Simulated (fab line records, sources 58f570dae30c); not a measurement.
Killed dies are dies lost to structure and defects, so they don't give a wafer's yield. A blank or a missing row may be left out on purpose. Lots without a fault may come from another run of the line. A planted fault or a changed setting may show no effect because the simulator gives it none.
Which tool did it? | flow berkeley_cmos170 | 15 lots, 45 wafers sampled, at 4 steps of a route of 331

WHAT THE GAUGES READ, wafer by wafer
UCB170_START_THK_MEAS_03.
lot  | measured    | on            | START_OXIDE_THK (nm)
L217 | day 1 17:04 | film_metro-03 | 20.2 20.2 20.1
L216 | day 1 17:04 | film_metro-02 | 19.8 20.2 19.8
L218 | day 2 01:22 | film_metro-02 | 20.2 20.0 20.1
L219 | day 2 05:31 | film_metro-03 | 20.1 20.7 20.3
L220 | day 2 09:17 | film_metro-02 | 19.8 19.9 19.9
L221 | day 2 17:37 | film_metro-04 | 19.4 19.8 19.8
L223 | day 3 00:44 | film_metro-04 | 20.0 20.3 20.1
L224 | day 3 08:30 | film_metro-02 | 19.1 19.2 18.9
L226 | day 3 19:51 | film_metro-03 | 19.8 19.7 19.6
L227 | day 3 19:52 | film_metro-04 | 19.5 19.6 19.9
L233 | day 5 06:33 | film_metro-03 | 20.4 20.7 20.7
L234 | day 5 06:34 | film_metro-02 | 20.5 20.8 20.5
L235 | day 5 15:08 | film_metro-03 | 21.1 21.3 21.0
L236 | day 5 20:14 | film_metro-02 | 19.7 19.8 19.2
L239 | day 6 11:43 | film_metro-04 | 19.4 19.5 19.4

UCB170_PWELL_THK_MEAS_03.
lot  | measured    | on            | PWELL_OXIDE_THK (nm)
L217 | day 2 19:25 | film_metro-03 | 25.8 25.8 25.8
L216 | day 2 19:25 | film_metro-04 | 25.7 25.9 26.3
L218 | day 3 09:42 | film_metro-04 | 26.1 26.3 26.2
L219 | day 3 15:31 | film_metro-03 | 25.4 25.7 25.8
L220 | day 3 15:35 | film_metro-04 | 25.5 25.6 26.3
L221 | day 4 01:53 | film_metro-01 | 26.3 26.9 27.0
L223 | day 4 11:54 | film_metro-01 | 26.0 26.3 26.0
L224 | day 4 11:52 | film_metro-03 | 26.9 26.3 26.3
L226 | day 5 09:04 | film_metro-01 | 25.6 26.0 25.9
L227 | day 5 09:01 | film_metro-01 | 26.8 26.6 26.1
L233 | day 6 12:59 | film_metro-03 | 26.2 26.2 26.4
L234 | day 6 13:00 | film_metro-04 | 26.6 26.8 26.9
L235 | day 6 22:08 | film_metro-04 | 25.1 25.4 25.2
L236 | day 7 07:26 | film_metro-04 | 25.5 25.1 25.1
L239 | day 7 19:43 | film_metro-04 | 24.8 25.2 25.2

UCB170_PVT_TW_MEAS_09.
lot  | measured     | on            | PVT_TW
L217 | day 6 18:31  | film_metro-01 | 511 513 512
L216 | day 6 18:09  | film_metro-01 | 510 514 508
L218 | day 7 05:05  | film_metro-04 | 511 514 514
L219 | day 7 04:38  | film_metro-01 | 509 507 506
L220 | day 7 04:56  | film_metro-01 | 509 509 507
L221 | day 7 20:47  | film_metro-01 | 508 507 508
L223 | day 8 02:50  | film_metro-01 | 31 31 31
L224 | day 8 02:11  | film_metro-04 | 504 503 502
L226 | day 8 14:58  | film_metro-01 | 31 31 31
L227 | day 8 14:42  | film_metro-04 | 30 31 30
L233 | day 10 00:40 | film_metro-03 | 508 504 507
L234 | day 10 00:39 | film_metro-04 | 499 500 501
L235 | day 10 07:16 | film_metro-01 | 509 509 509
L236 | day 10 22:32 | film_metro-04 | 503 499 502
L239 | day 11 03:16 | film_metro-03 | 508 508 507

WHICH TOOL RAN EACH LOT (tool, then ch and the chambers of the sampled wafers, then the start)
lot  | UCB170_PVT_DEVELOP_05
L217 | litho_track-01 ch 0, day 6 18:00
L216 | litho_track-02 ch 0, day 6 17:00
L218 | litho_track-02 ch 0, day 7 04:00
L219 | litho_track-04 ch 0, day 7 04:00
L220 | litho_track-01 ch 0, day 7 04:00
L221 | litho_track-01 ch 0, day 7 20:00
L223 | litho_track-01 ch 0, day 8 02:00
L224 | litho_track-02 ch 0, day 8 01:00
L226 | litho_track-01 ch 0, day 8 14:00
L227 | litho_track-01 ch 0, day 8 14:00
L233 | litho_track-02 ch 0, day 10 00:00
L234 | litho_track-04 ch 0, day 10 00:00
L235 | litho_track-02 ch 0, day 10 06:00
L236 | litho_track-02 ch 0, day 10 22:00
L239 | litho_track-04 ch 0, day 11 02:00
- UCB170_PVT_DEVELOP_05: develop time 45 s.

WHAT THE TOOLS THEMSELVES READ (means of the sampled wafers that have a number; where no wafer has one, the mark that the record gives instead)
The record holds no such reading with a usual standard deviation.

THE ANSWER, worked out from the rows above alone
Rule: what is usual is taken from the lots themselves. Put in order of their means at a reading, lots are off if they are a third of the lots or fewer, leave a main group of 4 or more, and stand apart from it by a gap of 3 or more times the standard deviation of the main group's means; of several such gaps the widest counts. A main group whose means are all the same, to the digits that the tables above print for the reading, isn't used. A lot without any number at a reading at which 4 lots or more have one is off too. The other lots that the step has rows for count as sound. The gauges are gone through in route order, then the tools' own readings, and for those a lot's mean is taken as printed above. The first step at which some lot is off is used, and at that step the reading that is off furthest; a lot without a number counts as furthest.
Off: L223, L226, L227, at UCB170_PVT_TW_MEAS_09 (PVT_TW). The main group: mean 507, standard deviation 3.9.
A tool fits if, at a process step before that reading, it ran every lot that is off, and no sound lot after the first of them. The gauges at UCB170_PVT_TW_MEAS_09 are tried like those tools. One fits: litho_track-01 at UCB170_PVT_DEVELOP_05. Its last sound lot is L221 (day 7 20:00), its first lot that is off L223 (day 8 02:00): a fault that began between those two fits.

WHAT THE SIMULATOR HAD PUT IN
Process parameter drift: litho_track-01, from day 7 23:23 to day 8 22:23, at UCB170_PVT_DEVELOP_05. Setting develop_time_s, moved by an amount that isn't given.
Lots struck among those shown: L223, L226, L227. The rule above found the same.
